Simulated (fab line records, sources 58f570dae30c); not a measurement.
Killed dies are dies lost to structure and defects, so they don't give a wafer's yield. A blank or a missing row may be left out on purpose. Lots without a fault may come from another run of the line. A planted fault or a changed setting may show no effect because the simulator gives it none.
Split-lot experiment | flow berkeley_cmos170 | 5 lots, 27 wafers read, on a route of 331 steps

THE SPLIT
At UCB170_SPACER_ANNEAL_02 (time 1800 s), the setting time_s was moved away from the recipe's 1800 s on 24 of the 27 wafers read, by -43.8% to +58.2%. The other wafers ran this setting at the recipe's value.

FROM THE SPLIT TO THE READING: what the file shows between them, 3 steps
- UCB170_SDANNEAL_RTA_00: time 10 s (also split here: time_s)
- UCB170_SDANNEAL_RTA_01: time 5 s
- UCB170_SDANNEAL_RS_MEAS_02: measures by four-point-probe

THE READING
PLDD_RS, in ohm/sq, at UCB170_SDANNEAL_RS_MEAS_04 (measures by four-point-probe). Fault-free wafers of this fab line usually give 1033 ohm/sq, standard deviation 3.6 ohm/sq.

wafer  | tool, chamber at the split | time_s as run, s | against the recipe | PLDD_RS, ohm/sq | against lot-mates on the recipe
L074.1 | -, -                       | 1488             | -17.3%             | 1048            | no lot-mate on the recipe
L074.2 | -, -                       | 1488             | -17.3%             | 1047            | no lot-mate on the recipe
L074.3 | -, -                       | 1488             | -17.3%             | 1047            | no lot-mate on the recipe
L074.4 | -, -                       | 1488             | -17.3%             | 1049            | no lot-mate on the recipe
L074.5 | -, -                       | 1488             | -17.3%             | 1048            | no lot-mate on the recipe
L074.6 | -, -                       | 1488             | -17.3%             | 1044            | no lot-mate on the recipe
L080.1 | -, -                       | 1011             | -43.8%             | 1065            | no lot-mate on the recipe
L080.2 | -, -                       | 1011             | -43.8%             | 1064            | no lot-mate on the recipe
L080.3 | -, -                       | 1011             | -43.8%             | 1067            | no lot-mate on the recipe
L080.4 | -, -                       | 1011             | -43.8%             | 1067            | no lot-mate on the recipe
L080.5 | -, -                       | 1011             | -43.8%             | 1065            | no lot-mate on the recipe
L080.6 | -, -                       | 1011             | -43.8%             | 1068            | no lot-mate on the recipe
L081.1 | -, -                       | 2791             | +55.1%             | 994             | no lot-mate on the recipe
L081.2 | -, -                       | 2791             | +55.1%             | 996             | no lot-mate on the recipe
L081.3 | -, -                       | 2791             | +55.1%             | 993             | no lot-mate on the recipe
L081.4 | -, -                       | 2791             | +55.1%             | 993             | no lot-mate on the recipe
L081.5 | -, -                       | 2791             | +55.1%             | 992             | no lot-mate on the recipe
L081.6 | -, -                       | 2791             | +55.1%             | 995             | no lot-mate on the recipe
L082.1 | -, -                       | 2848             | +58.2%             | 1001            | no lot-mate on the recipe
L082.2 | -, -                       | 2848             | +58.2%             | 996             | no lot-mate on the recipe
L082.3 | -, -                       | 2848             | +58.2%             | 994             | no lot-mate on the recipe
L082.4 | -, -                       | 2848             | +58.2%             | 998             | no lot-mate on the recipe
L082.5 | -, -                       | 2848             | +58.2%             | 995             | no lot-mate on the recipe
L082.6 | -, -                       | 2848             | +58.2%             | 997             | no lot-mate on the recipe
L085.1 | furnace-03, 0              | 1800             | recipe             | 1033            | -
L085.4 | furnace-03, 0              | 1800             | recipe             | 1032            | -
L085.5 | furnace-03, 0              | 1800             | recipe             | 1032            | -

THE FIT
A straight line over all 27 wafers: PLDD_RS changes by -0.7 ohm/sq for each +1% of time_s; r = -1.00; the points scatter about the line by 2.6 ohm/sq.
Too few moved wafers have a lot-mate on the recipe to fit a line with each lot's own level taken away.

THE FILE'S OWN FIT
PLDD_RS changes by -0.699 ohm/sq for each +1% of time_s, r = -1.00.
